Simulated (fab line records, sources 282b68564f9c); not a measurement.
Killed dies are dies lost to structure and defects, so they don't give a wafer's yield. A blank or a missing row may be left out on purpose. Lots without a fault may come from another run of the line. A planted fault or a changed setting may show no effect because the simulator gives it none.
Which tool did it? | flow rit_cmos | 14 lots, 42 wafers sampled, at 3 steps of a route of 202

WHAT THE GAUGES READ, wafer by wafer
RIT_NWELL_TW_MEAS_10.
lot  | measured    | on            | NWELL_TW
L669 | day 1 22:23 | film_metro-04 | 2175 2168 2191
L670 | day 2 02:38 | film_metro-04 | 2180 2177 2186
L671 | day 2 07:52 | film_metro-04 | 2180 2170 2197
L672 | day 2 13:53 | film_metro-01 | 2118 2104 2106
L673 | day 2 18:03 | film_metro-03 | 2169 2161 2146
L674 | day 3 01:04 | film_metro-03 | 2146 2146 2154
L678 | day 3 20:11 | film_metro-01 | 2119 2099 2101
L680 | day 4 05:36 | film_metro-04 | 2169 2184 2173
L682 | day 4 15:01 | film_metro-03 | 2010 2011 2013
L683 | day 4 22:29 | film_metro-03 | 2008 2004 2007
L686 | day 5 11:47 | film_metro-03 | 2156 2147 2153
L687 | day 5 16:45 | film_metro-01 | 2142 2128 2123
L688 | day 5 21:50 | film_metro-03 | 2153 2156 2149
L690 | day 6 06:19 | film_metro-03 | 2149 2145 2145

RIT_WELLDRIVE_RS_MEAS_01: measures by four-point-probe.
lot  | measured    | on            | NWELL_RS (ohm/sq)
L669 | day 2 05:09 | film_metro-03 | 274.6 275.8 276.1
L670 | day 2 10:14 | film_metro-03 | 276.6 276.7 276.3
L671 | day 2 15:20 | film_metro-03 | 274.2 274.9 274.1
L672 | day 2 21:11 | film_metro-04 | 275.1 275.6 275.1
L673 | day 3 01:50 | film_metro-04 | 275.0 274.9 275.0
L674 | day 3 08:40 | film_metro-03 | 276.5 275.5 275.3
L678 | day 4 03:28 | film_metro-01 | 276.2 275.6 276.0
L680 | day 4 13:07 | film_metro-03 | 275.2 274.6 275.1
L682 | day 4 22:34 | film_metro-04 | 316.3 316.7 316.4
L683 | day 5 05:12 | film_metro-01 | 316.7 317.7 317.3
L686 | day 5 18:45 | film_metro-04 | 275.5 277.0 275.3
L687 | day 6 00:17 | film_metro-03 | 275.3 276.1 276.7
L688 | day 6 04:59 | film_metro-01 | 275.7 275.1 275.2
L690 | day 6 13:11 | film_metro-03 | 275.5 274.9 274.7

WHICH TOOL RAN EACH LOT (tool, then ch and the chambers of the sampled wafers, then the start)
lot  | RIT_NWELL_IMPLANT_08
L669 | implanter-03 ch 0, day 1 22:04
L670 | implanter-01 ch 0, day 2 02:19
L671 | implanter-04 ch 0, day 2 07:34
L672 | implanter-03 ch 0, day 2 13:34
L673 | implanter-04 ch 0, day 2 17:44
L674 | implanter-03 ch 0, day 3 00:44
L678 | implanter-03 ch 0, day 3 19:53
L680 | implanter-04 ch 0, day 4 05:17
L682 | implanter-04 ch 0, day 4 14:41
L683 | implanter-04 ch 0, day 4 22:11
L686 | implanter-01 ch 0, day 5 11:28
L687 | implanter-03 ch 0, day 5 16:26
L688 | implanter-01 ch 0, day 5 21:31
L690 | implanter-01 ch 0, day 6 05:59
- RIT_NWELL_IMPLANT_08

WHAT THE TOOLS THEMSELVES READ (means of the sampled wafers that have a number; where no wafer has one, the mark that the record gives instead)
RIT_NWELL_IMPLANT_08.
lot  | tool         | beam_on_s (s) | end_station_pressure_torr (Torr) | faraday_current_uA
L669 | implanter-03 | 10.41         | 5.21e-06                         | 152
L670 | implanter-01 | 10.10         | 5.30e-06                         | 157
L671 | implanter-04 | 10.07         | 5.24e-06                         | 157
L672 | implanter-03 | 10.22         | 4.98e-06                         | 155
L673 | implanter-04 | 9.99          | 5.19e-06                         | 159
L674 | implanter-03 | 10.24         | 5.13e-06                         | 155
L678 | implanter-03 | 9.89          | 5.09e-06                         | 161
L680 | implanter-04 | 10.06         | 5.28e-06                         | 158
L682 | implanter-04 | 7.99          | 5.05e-06                         | 199
L683 | implanter-04 | 7.92          | 5.06e-06                         | 200
L686 | implanter-01 | 9.96          | 5.26e-06                         | 159
L687 | implanter-03 | 9.93          | 5.24e-06                         | 160
L688 | implanter-01 | 10.09         | 4.92e-06                         | 158
L690 | implanter-01 | 9.92          | 5.08e-06                         | 160

THE ANSWER, worked out from the rows above alone
Rule: what is usual is taken from the lots themselves. Put in order of their means at a reading, lots are off if they are a third of the lots or fewer, leave a main group of 4 or more, and stand apart from it by a gap of 3 or more times the standard deviation of the main group's means; of several such gaps the widest counts. A main group whose means are all the same, to the digits that the tables above print for the reading, isn't used. A lot without any number at a reading at which 4 lots or more have one is off too. The other lots that the step has rows for count as sound. The gauges are gone through in route order, then the tools' own readings, and for those a lot's mean is taken as printed above. The first step at which some lot is off is used, and at that step the reading that is off furthest; a lot without a number counts as furthest.
Off: L682, L683, at RIT_NWELL_TW_MEAS_10 (NWELL_TW). The main group: mean 2152, standard deviation 25.
A tool fits if, at a process step before that reading, it ran every lot that is off, and no sound lot after the first of them. The gauges at RIT_NWELL_TW_MEAS_10 aren't tried: what is off there is off at RIT_WELLDRIVE_RS_MEAS_01 too, on other tools, and a gauge's error can't cause that. One fits: implanter-04 at RIT_NWELL_IMPLANT_08. Its last sound lot is L680 (day 4 05:17), its first lot that is off L682 (day 4 14:41): a fault that began between those two fits.
The tool's own readings at RIT_NWELL_IMPLANT_08 bear it out: on the lots that are off they differ by more than 5 times the standard deviation of the sound lots' means. beam_on_s reads 7.96 s there against 10.07 s on the sound lots; faraday_current_uA reads 200 there against 158 on the sound lots.

WHAT THE SIMULATOR HAD PUT IN
Process parameter drift: implanter-04, from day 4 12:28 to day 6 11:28, at RIT_NWELL_IMPLANT_08. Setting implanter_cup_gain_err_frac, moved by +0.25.
Lots struck among those shown: L682, L683. The rule above found the same.
